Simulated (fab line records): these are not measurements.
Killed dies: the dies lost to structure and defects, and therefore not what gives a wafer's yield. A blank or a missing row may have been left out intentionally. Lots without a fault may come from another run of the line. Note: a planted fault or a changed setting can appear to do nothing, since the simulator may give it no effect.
Lot-split experiment -- flow berkeley cmos170 -- on a route of 331 steps: 5 lots, 23 wafers read

## THE SPLIT
At UCB170_M1_COAT_04 (resist thk 900 nm), the setting resist thk nm was moved away from the recipe's 900 nm on 6 of the 23 wafers read, by -5.8% to +5.8%. This setting was run at the recipe's value on the other wafers.

Split to reading: the file shows no intervening step.

## THE READING
KrF_of_M1_COAT_04.thk nm (the simulator's own value, which no gauge read), in nm, at UCB170_M1_METAL_ETCH_12 (etches Al in Cl2/BCl3, stops on PSG, target depth 780 nm, time 130 s). No usual value for it is given in the file. Average 437.0 nm, standard deviation 7.7 nm, over the 17 wafers here run with the recipe.

wafer,"tool, chamber at the split","resist thk nm as run, nm",against the recipe,"KrF_of_M1_COAT_04.thk nm, nm",against lot-mates on the recipe
L076.1,"litho track-03, 0",900,recipe,430.4,-
L076.2,"litho track-03, 0",900,recipe,438,-
L076.3,"litho track-03, 0",900,recipe,433.5,-
L076.5,"litho track-03, 0",900,recipe,424.4,-
L076.6,"litho track-03, 0",900,recipe,421.7,-
L075.1,"litho track-03, 0",900,recipe,432.9,-
L075.2,"litho track-03, 0",900,recipe,439.5,-
L075.4,"litho track-03, 0",900,recipe,442.6,-
L075.5,"litho track-03, 0",900,recipe,434.2,-
L075.6,"litho track-03, 0",900,recipe,443.5,-
L077.1,"litho track-03, 0",848,-5.8%,373.8,-68.4
L077.3,"litho track-03, 0",900,recipe,444.3,-
L077.4,"litho track-03, 0",848,-5.8%,379.9,-62.4
L077.5,"litho track-03, 0",900,recipe,440.2,-
L077.6,"litho track-03, 0",848,-5.8%,387.9,-54.4
L078.1,"litho track-04, 0",900,recipe,440.5,-
L078.2,"litho track-04, 0",900,recipe,453.2,-
L078.6,"litho track-04, 0",900,recipe,440.7,-
L079.1,"litho track-01, 0",900,recipe,428.4,-
L079.3,"litho track-01, 0",900,recipe,441.3,-
L079.4,"litho track-01, 0",952.1,+5.8%,498.4,+63.5
L079.5,"litho track-01, 0",952.1,+5.8%,498.1,+63.2
L079.6,"litho track-01, 0",952.1,+5.8%,482.3,+47.4

FIT RESULTS
A straight line over all 23 wafers: KrF_of_M1_COAT_04.thk nm changes by +9.72 nm for each +1% of resist thk nm; r = +0.97; the points scatter about the line by 7.8 nm.
The same after taking each lot's own level away (the mean of its wafers on the recipe; 23 wafers): +10.4 nm for each +1%; r = +0.98; scatter 6 nm.
That fit puts the effect of the largest move of resist thk nm on the reading at 60 nm.
The lots' own levels span 429.60 to 444.80 nm, that is 2.0 times the standard deviation above.
The two slopes are in agreement: the lot-to-lot level therefore moves the slope only a little.
Check: for one of the wafers moved furthest among these (+5.8%), held out of the fit, the line's prediction against its lot-mates is +58.4 nm. It came out at +63.5 nm against them.

## THESE WAFERS: OTHER SPLITS
Note: prior to the reading, these wafers also went through further splits. Each is held against what the fit with the lots' levels taken away leaves over:
other split on the same wafers,wafers away from the commonest value,r with KrF_of_M1_COAT_04.thk nm (lot level and that fit taken away)
UCB170_BACKSIDE_STRIP_03 power w,10,-0.09
UCB170_SILICIDE_SPUTTER_01 time s,5,+0.16

## THE WHOLE CHAIN: every reading that the file lists as answering this split, in the file's order
step,what it does,reading,change (the file's fit),r (the file's)
UCB170_M1_COAT_04,resist thk 900 nm,"KrF_of_M1_COAT_04.thk nm (the simulator's own value, which no gauge read)",+9.41 nm for each +1% of the setting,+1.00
UCB170_M1_METAL_ETCH_12,"etches Al in Cl2/BCl3, stops on PSG, target depth 780 nm, time 130 s","KrF_of_M1_COAT_04.thk nm (the simulator's own value, which no gauge read)",+10.4 nm for each +1% of the setting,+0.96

## FILE'S OWN FIT
KrF_of_M1_COAT_04.thk nm changes by +10.4 nm for each +1% of resist thk nm, r = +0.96.
